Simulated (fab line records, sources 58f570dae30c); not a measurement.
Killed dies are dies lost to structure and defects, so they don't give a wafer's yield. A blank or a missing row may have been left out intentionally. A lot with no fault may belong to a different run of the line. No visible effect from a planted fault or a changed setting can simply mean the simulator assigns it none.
Lot-split experiment || flow berkeleyCmos170 || 5 lots, 23 wafers read, on a route of 331 steps

## THE SPLIT ITSELF
At UCB170_SILICIDE_SPUTTER_01 (material Ti, target thk 30 nm, time 25 s), the setting timeS was moved away from the recipe's 25 s on 9 of the 23 wafers read, by -13.7% to -7.2%. This setting was run at the recipe's value on the other wafers.

## FROM THE SPLIT TO THE READING: what the file shows between them, 1 step
- UCB170_SILICIDE_RS_MEAS_02: measures by four-point-probe

## THE READING
SILICIDE_TI_THK, in nm, at UCB170_SILICIDE_THK_MEAS_03 (measures by xrf). A value of 30.26 nm with a standard deviation of 0.28 nm is what fault-free wafers of this fab line usually give.

{"wafer": "L079.1", "tool, chamber at the split": "pvdSputter-02, -", "timeS as run, s": 23.2, "against the recipe": "-7.2%", "SILICIDE_TI_THK, nm": 28.50, "against lot-mates on the recipe": -2.16}
{"wafer": "L079.2", "tool, chamber at the split": "pvdSputter-02, -", "timeS as run, s": 25, "against the recipe": "recipe", "SILICIDE_TI_THK, nm": 30.68, "against lot-mates on the recipe": "-"}
{"wafer": "L079.4", "tool, chamber at the split": "pvdSputter-02, -", "timeS as run, s": 23.2, "against the recipe": "-7.2%", "SILICIDE_TI_THK, nm": 28.54, "against lot-mates on the recipe": -2.12}
{"wafer": "L079.5", "tool, chamber at the split": "pvdSputter-02, -", "timeS as run, s": 25, "against the recipe": "recipe", "SILICIDE_TI_THK, nm": 30.63, "against lot-mates on the recipe": "-"}
{"wafer": "L079.6", "tool, chamber at the split": "pvdSputter-02, -", "timeS as run, s": 23.2, "against the recipe": "-7.2%", "SILICIDE_TI_THK, nm": 28.59, "against lot-mates on the recipe": -2.07}
{"wafer": "L080.1", "tool, chamber at the split": "pvdSputter-03, -", "timeS as run, s": 21.58, "against the recipe": "-13.7%", "SILICIDE_TI_THK, nm": 26.12, "against lot-mates on the recipe": -4.09}
{"wafer": "L080.2", "tool, chamber at the split": "pvdSputter-03, -", "timeS as run, s": 21.58, "against the recipe": "-13.7%", "SILICIDE_TI_THK, nm": 25.52, "against lot-mates on the recipe": -4.69}
{"wafer": "L080.3", "tool, chamber at the split": "pvdSputter-03, -", "timeS as run, s": 25, "against the recipe": "recipe", "SILICIDE_TI_THK, nm": 30.30, "against lot-mates on the recipe": "-"}
{"wafer": "L080.5", "tool, chamber at the split": "pvdSputter-03, -", "timeS as run, s": 21.58, "against the recipe": "-13.7%", "SILICIDE_TI_THK, nm": 26.07, "against lot-mates on the recipe": -4.14}
{"wafer": "L080.6", "tool, chamber at the split": "pvdSputter-03, -", "timeS as run, s": 25, "against the recipe": "recipe", "SILICIDE_TI_THK, nm": 30.12, "against lot-mates on the recipe": "-"}
{"wafer": "L083.1", "tool, chamber at the split": "pvdSputter-02, -", "timeS as run, s": 25, "against the recipe": "recipe", "SILICIDE_TI_THK, nm": 30.16, "against lot-mates on the recipe": "-"}
{"wafer": "L083.2", "tool, chamber at the split": "pvdSputter-02, -", "timeS as run, s": 25, "against the recipe": "recipe", "SILICIDE_TI_THK, nm": 30.14, "against lot-mates on the recipe": "-"}
{"wafer": "L083.4", "tool, chamber at the split": "pvdSputter-02, -", "timeS as run, s": 25, "against the recipe": "recipe", "SILICIDE_TI_THK, nm": 30.07, "against lot-mates on the recipe": "-"}
{"wafer": "L083.5", "tool, chamber at the split": "pvdSputter-02, -", "timeS as run, s": 25, "against the recipe": "recipe", "SILICIDE_TI_THK, nm": 30.18, "against lot-mates on the recipe": "-"}
{"wafer": "L083.6", "tool, chamber at the split": "pvdSputter-02, -", "timeS as run, s": 25, "against the recipe": "recipe", "SILICIDE_TI_THK, nm": 30.14, "against lot-mates on the recipe": "-"}
{"wafer": "L085.1", "tool, chamber at the split": "pvdSputter-03, -", "timeS as run, s": 25, "against the recipe": "recipe", "SILICIDE_TI_THK, nm": 30.35, "against lot-mates on the recipe": "-"}
{"wafer": "L085.2", "tool, chamber at the split": "pvdSputter-03, -", "timeS as run, s": 25, "against the recipe": "recipe", "SILICIDE_TI_THK, nm": 30.32, "against lot-mates on the recipe": "-"}
{"wafer": "L085.6", "tool, chamber at the split": "pvdSputter-03, -", "timeS as run, s": 25, "against the recipe": "recipe", "SILICIDE_TI_THK, nm": 30.21, "against lot-mates on the recipe": "-"}
{"wafer": "L084.1", "tool, chamber at the split": "pvdSputter-03, -", "timeS as run, s": 25, "against the recipe": "recipe", "SILICIDE_TI_THK, nm": 30.40, "against lot-mates on the recipe": "-"}
{"wafer": "L084.2", "tool, chamber at the split": "pvdSputter-03, -", "timeS as run, s": 23.09, "against the recipe": "-7.6%", "SILICIDE_TI_THK, nm": 27.70, "against lot-mates on the recipe": -2.72}
{"wafer": "L084.3", "tool, chamber at the split": "pvdSputter-03, -", "timeS as run, s": 25, "against the recipe": "recipe", "SILICIDE_TI_THK, nm": 30.45, "against lot-mates on the recipe": "-"}
{"wafer": "L084.4", "tool, chamber at the split": "pvdSputter-03, -", "timeS as run, s": 23.09, "against the recipe": "-7.6%", "SILICIDE_TI_THK, nm": 27.96, "against lot-mates on the recipe": -2.46}
{"wafer": "L084.5", "tool, chamber at the split": "pvdSputter-03, -", "timeS as run, s": 23.09, "against the recipe": "-7.6%", "SILICIDE_TI_THK, nm": 28.01, "against lot-mates on the recipe": -2.41}

THE FIT
A straight line over all 23 wafers: SILICIDE_TI_THK changes by +0.31 nm for each +1% of timeS; r = +0.99; the points scatter about the line by 0.27 nm.
The same after taking each lot's own level away (the mean of its wafers on the recipe; 23 wafers): +0.315 nm for each +1%; r = +1.00; scatter 0.14 nm.
That fit puts the effect of the largest move of timeS on the reading at 4.3 nm.
Measured against the standard deviation above, the lots' own levels, which go from 30.138 to 30.655 nm, span 1.8 times it.
Hence the lot-to-lot level has little effect on the slope; both slopes agree.
Check: for one of the wafers moved furthest among these (-13.7%), held out of the fit, the line's prediction against its lot-mates is -4.36 nm. It came out at -4.09 nm against them.

## THE OTHER SPLITS THESE WAFERS WENT THROUGH
Before the reading, these wafers also passed through other splits. Each is held against what the fit with the lots' levels taken away leaves over:
{"other split on the same wafers": "UCB170_GATE_PEB_10 pebTempC", "wafers away from the commonest value": 9, "r with SILICIDE_TI_THK (lot level and that fit taken away)": "+0.05"}
{"other split on the same wafers": "UCB170_NLDD_IMPLANT_08 doseCm2", "wafers away from the commonest value": 7, "r with SILICIDE_TI_THK (lot level and that fit taken away)": "+0.26"}
{"other split on the same wafers": "UCB170_PSD_COAT_01 spinRpm", "wafers away from the commonest value": 5, "r with SILICIDE_TI_THK (lot level and that fit taken away)": -0.18}
{"other split on the same wafers": "UCB170_NSD_COAT_01 resistThkNm", "wafers away from the commonest value": 10, "r with SILICIDE_TI_THK (lot level and that fit taken away)": -0.10}
{"other split on the same wafers": "UCB170_SDANNEAL_RTA_01 timeS", "wafers away from the commonest value": 11, "r with SILICIDE_TI_THK (lot level and that fit taken away)": "+0.15"}

## THE WHOLE CHAIN: every reading that the file lists as answering this split, in the file's order
{"step": "UCB170_SILICIDE_SPUTTER_01", "what it does": "material Ti, target thk 30 nm, time 25 s", "reading": "Ti_of_SILICIDE_SPUTTER_01.thkNm (the simulator's own value, which no gauge read)", "change (the file's fit)": "+0.308 nm for each +1% of the setting", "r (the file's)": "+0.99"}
{"step": "UCB170_SILICIDE_RS_MEAS_02", "what it does": "measures by four-point-probe", "reading": "SILICIDE_TI_RS", "change (the file's fit)": "-0.366 for each +1% of the setting", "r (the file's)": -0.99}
{"step": "UCB170_SILICIDE_THK_MEAS_03", "what it does": "measures by xrf", "reading": "SILICIDE_TI_THK", "change (the file's fit)": "+0.314 for each +1% of the setting", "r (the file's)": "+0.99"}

## THE FILE'S OWN FIT
SILICIDE_TI_THK changes by +0.314 nm for each +1% of timeS, r = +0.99.
